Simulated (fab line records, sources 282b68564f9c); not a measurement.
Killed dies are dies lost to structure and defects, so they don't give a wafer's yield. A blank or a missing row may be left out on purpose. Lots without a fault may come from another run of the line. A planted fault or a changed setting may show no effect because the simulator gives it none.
A struck lot beside a sound one | flow rit_cmos | 27 steps out of a route of 202
Sound: wafers L384.4, L384.5, L384.6. Struck: wafers L386.4, L386.5, L386.6. The cause comes at the end.
At each step with rows: each side's tool, then ch and its chambers, then its first start. Under that, the readings that differ: sound wafers | struck wafers | difference of the means | sigmas: that difference in standard deviations of wafers without a fault.
alike: readings whose means differ by less than 2 such deviations, and words and numbers that are the same on both sides. not compared: withheld readings, readings that some wafer has no value for, bounds like >300 that may hide the same value, and numbers for which the record gives no deviation and whose values overlap.
The two part at a step that has a row with sigmas, a row that says differs or no value, or rows on one side only. Numbers that don't overlap but have no deviation are shown without sigmas and don't part them. A reading that every wafer of one side lacks parts them only if that side has two wafers or more.

first, 4 steps without rows for these wafers: RIT_CONTACT_SOFTBAKE_04 (time 60 s); RIT_CONTACT_EXPOSE_05 (exposes mask M11, target cd 1000 nm); RIT_CONTACT_PEB_06; RIT_CONTACT_DEVELOP_07 (develop time 120 s).
RIT_CONTACT_CD_MEAS_08: target cd 1000 nm.
  sound on cd_sem-01, day 5 16:17; struck on cd_sem-01, day 5 22:58
  alike: cd_nm
RIT_CONTACT_OVL_MEAS_09:
  sound on overlay-01, day 5 16:22; struck on overlay-01, day 5 23:03
  alike: CONTACT_OVL
then, 1 step without rows for these wafers: RIT_CONTACT_HARDBAKE_10 (time 60 s).
RIT_CONTACT_ETCH_11: etches SiO2 in CHF3/CF4/Ar, stops on TiSi2, target depth 480 nm, time 320 s.
  sound on rie_diel-02 ch 2,3, day 5 16:32; struck on rie_diel-02 ch 0,1, day 5 23:13
  alike: drypump_motor_current_A, oes_product_au, throttle_valve_pct
  not compared: rf_hours_counter_h
RIT_CONTACT_STRIP_12: strips in O2, time 180 s.
  sound on plasma_asher-03 ch 0,1, day 5 16:47; struck on plasma_asher-04 ch 0,1, day 5 23:28
  alike: drypump_motor_current_A
  not compared: rf_hours_counter_h
RIT_CONTACT_CD_MEAS_90: target cd 1000 nm.
  sound on cd_sem-02, day 5 16:58; struck on cd_sem-02, day 5 23:38
  alike: cd_nm
then, 2 steps without rows for these wafers: RIT_CONTACT_CLEAN_13 (cleans in SC1, time 600 s); RIT_CONTACT_CLEAN_14 (cleans in SC2, time 600 s).
RIT_M1_SPUTTER_00: material Al, target thk 400 nm, time 500 s.
  sound on pvd_sputter-03, day 5 17:23; struck on pvd_sputter-03, day 6 00:06
  no value came back on the struck wafers for cathode_dc_power_W (W), chamber_pressure_pa (Pa), throttle_valve_pct (%); on the sound wafers cathode_dc_power_W (W) reads 1999.8 1999.8 2000.0
RIT_M1_RS_MEAS_01: measures by four-point-probe.
  sound on film_metro-03, day 5 17:44; struck on film_metro-03, day 6 00:28
  reading           | sound                | struck | difference                    | sigmas
  M1_AL_RS (ohm/sq) | 0.0744 0.0742 0.0740 | - - -  | no value on the struck wafers |
RIT_M1_THK_MEAS_02: measures by xrf.
  sound on film_metro-03, day 5 17:50; struck on film_metro-03, day 6 00:33
  reading        | sound       | struck   | difference | sigmas
  M1_AL_THK (nm) | 390 389 391 | <1 <1 <1 | differs    |
then, 6 steps without rows for these wafers: RIT_M1_HMDS_03 (prime time 60 s); RIT_M1_COAT_04 (resist thk 1300 nm); RIT_M1_SOFTBAKE_05 (time 60 s); RIT_M1_EXPOSE_06 (exposes mask M12, target cd 2600 nm); RIT_M1_PEB_07; RIT_M1_DEVELOP_08 (develop time 68 s).
RIT_M1_CD_MEAS_09: target cd 2600 nm.
  sound on cd_sem-01, day 5 18:55; struck on cd_sem-01, day 6 01:38
  alike: cd_nm
RIT_M1_OVL_MEAS_10:
  sound on overlay-02, day 5 19:00; struck on overlay-01, day 6 01:43
  alike: M1_OVL
then, 1 step without rows for these wafers: RIT_M1_HARDBAKE_11 (time 120 s).
RIT_M1_METAL_ETCH_12: etches Al in Cl2/BCl3, stops on SiO2, time 165 s, target depth 600 nm.
  sound on rie_metal-02 ch 0,1, day 5 19:19; struck on rie_metal-04 ch 0,1, day 6 02:02
  reading               | sound             | struck            | difference | sigmas
  oes_product_au (a.u.) | 0.779 0.754 0.786 | 0.335 0.321 0.341 | -0.441     | -31
  alike: drypump_motor_current_A, throttle_valve_pct
  not compared: rf_hours_counter_h
then, 1 step without rows for these wafers: RIT_M1_STRIP_13 (strips in nmp, time 600 s).
RIT_M1_PROBE_99:
  sound on prober-01, day 5 21:40; struck on prober-01, day 6 04:23
  reading                  | sound          | struck         | difference | sigmas
  defect_limited_yield (%) | 96.6 97.7 97.7 | 0 0 0          | -97        | -81
  killed_at_M0_to_M3       | 0 0 0          | 263 262 262    | +262       | +99 or more
  killed_dies              | 9 6 6          | 264 264 264    | +257       | +80
  killed_on_rim            | 4 1 2          | 70 70 70       | +68        | +42
  sort_bin_3_pad_short (%) | 0 0.8 0        | 26.5 24.6 20.5 | +23.6      | +99 or more
  sort_bin_5_function (%)  | 1.1 0.4 2.3    | 71.2 73.9 75.8 | +72.4      | +84
  sort_bin_6_memory (%)    | 2.3 1.1 0      | 2.3 1.5 3.8    | +1.4       | +2
  sort_n_pass              | 255 258 258    | 0 0 0          | -257       | -80
  sort_yield_pct (%)       | 96.6 97.7 97.7 | 0 0 0          | -97        | -81
  alike: killed_at_front_end, killed_open, killed_short

WHERE THEY PART
First at RIT_M1_SPUTTER_00; last, within this record, at RIT_M1_PROBE_99.

WHY: what the simulator had put in
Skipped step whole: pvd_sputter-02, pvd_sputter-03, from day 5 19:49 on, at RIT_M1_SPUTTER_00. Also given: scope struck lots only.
